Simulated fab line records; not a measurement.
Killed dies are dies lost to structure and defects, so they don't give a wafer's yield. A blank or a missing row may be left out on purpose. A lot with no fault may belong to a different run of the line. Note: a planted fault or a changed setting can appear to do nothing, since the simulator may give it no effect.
Comparing a struck lot with a sound one / flow rit cmos / 32 steps out of a route of 202
Sound: these wafers, L382.3, L382.4, L382.5. The struck wafers were L388.2, L388.4, L388.5. Last of all comes the cause.
Per side, at each step with rows, come the tool, then ch with its chambers, and then its first start. Under that, the readings that differ: sound wafers / struck wafers / difference of the means / sigmas: that difference in standard deviations of wafers without a fault.
alike: readings with means less than 2 such deviations apart, plus words and numbers identical on both sides. not compared: withheld readings, readings lacking a value on some wafer, bounds such as >300 that could conceal the same value, and numbers that have no deviation in the record and whose values overlap.
A row with sigmas, a row that says differs or no value, or rows on one side alone: a step with any of these is where the two part. Numbers that have no deviation but don't overlap get no sigmas and don't part them. A reading missing from all wafers of one side parts the sides only when that side holds two or more wafers.

first, 2 steps without rows for these wafers: RIT_SPACER_CLEAN_02 (cleans in SC2, time 600 s); RIT_SPACER_CVD_03 (deposits Si3N4 from SiH2Cl2/NH3, target thk 250 nm, time 3300 s).
RIT_SPACER_THK_MEAS_04:
  sound: film metro-04 at day 4 14:32; struck: film metro-04 at day 5 22:07
  alike: SPACER_NITRIDE_THK
RIT_SPACER_ETCHBACK_05: etches Si3N4 in SF6/CHF3, stops on SiO2, target depth 250 nm, time 240 s.
  sound on rie diel-01 ch 1,2,3, day 4 14:35; struck on rie diel-04 ch 1,2, day 5 22:10
  alike: drypump motor current A, oes product au, throttle valve pct
  not compared: rf hours counter h
then, 6 steps without rows for these wafers: RIT_NSD_HMDS_00 (prime time 60 s); RIT_NSD_COAT_01 (resist thk 1000 nm); RIT_NSD_SOFTBAKE_02 (time 60 s); RIT_NSD_EXPOSE_03 (exposes mask M9, target cd 40700 nm); RIT_NSD_PEB_04; RIT_NSD_DEVELOP_05 (develop time 50 s).
RIT_NSD_OVL_MEAS_06:
  sound: overlay-01 at day 4 15:43; struck: overlay-01 at day 5 23:20
  alike: NSD_OVL
then, 1 step without rows for these wafers: RIT_NSD_HARDBAKE_07 (time 60 s).
RIT_NSD_IMPLANT_08:
  sound on implanter-02 ch 0, day 4 15:56; struck on implanter-02, day 5 23:32
  no value came back on the struck wafers for beam energy keV, beam on s (s), end station pressure torr (Torr); on the sound wafers beam energy keV reads 25.004 25.007 24.995
RIT_NSD_STRIP_09: strips in O2, time 180 s.
  sound on plasma asher-03 ch 0,1, day 4 16:06; struck on plasma asher-03 ch 0,1, day 5 23:40
  alike: drypump motor current A
  not compared: rf hours counter h
RIT_NSD_TW_MEAS_10:
  sound: film metro-01 at day 4 16:14; struck: film metro-01 at day 5 23:51
reading=NSD_TW; sound=3126 3136 3125; struck=30 30 30; difference=-3099; sigmas=-99 or more
then, 6 steps without rows for these wafers: RIT_PSD_HMDS_00 (prime time 60 s); RIT_PSD_COAT_01 (resist thk 1000 nm); RIT_PSD_SOFTBAKE_02 (time 60 s); RIT_PSD_EXPOSE_03 (exposes mask M10, target cd 40900 nm); RIT_PSD_PEB_04; RIT_PSD_DEVELOP_05 (develop time 50 s).
RIT_PSD_OVL_MEAS_06:
  sound: overlay-01 at day 4 17:16; struck: overlay-02 at day 6 00:49
  alike: PSD_OVL
then, 2 steps without rows for these wafers: RIT_PSD_HARDBAKE_07 (time 60 s); RIT_PSD_IMPLANT_08.
RIT_PSD_STRIP_09: strips in O2, time 180 s.
  sound on plasma asher-03 ch 0,1, day 4 17:38; struck on plasma asher-03 ch 1, day 6 01:18
  alike: drypump motor current A
  not compared: rf hours counter h
RIT_PSD_TW_MEAS_10:
  sound: film metro-01 at day 4 17:47; struck: film metro-03 at day 6 01:29
  alike: PSD_TW
then, 3 steps without rows for these wafers: RIT_SDANNEAL_CLEAN_00 (cleans in SC1, time 600 s); RIT_SDANNEAL_CLEAN_01 (cleans in dHF, time 31.36 s); RIT_SDANNEAL_CLEAN_02 (cleans in SC2, time 600 s).
RIT_SDANNEAL_RTA_03: time 5 s.
  sound on rtp anneal-01 ch 0, day 4 18:12; struck on rtp anneal-01 ch 0, day 6 01:55
  alike: wafer_temp_C_max
RIT_SDANNEAL_RS_MEAS_04: measurement is done with a four-point probe.
  sound: film metro-04 at day 4 18:17; struck: film metro-01 at day 6 01:59
  alike: PSD_RS
RIT_SDANNEAL_RS_MEAS_05: measurement is done with a four-point probe.
  sound: film metro-04 at day 4 18:24; struck: film metro-01 at day 6 02:06
reading=NSD_RS (ohm/sq); sound=84.87 84.43 84.69; struck=132.84 133.06 133.18; difference=+48.36; sigmas=+99 or more

## WHERE THEY PART
Last at RIT_SDANNEAL_RS_MEAS_05 as far as this record goes, first at RIT_NSD_IMPLANT_08.

WHY: what had been put in by the simulator
At RIT_NSD_IMPLANT_08, the step was skipped entirely on implanter-02 from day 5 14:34 on. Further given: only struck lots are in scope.
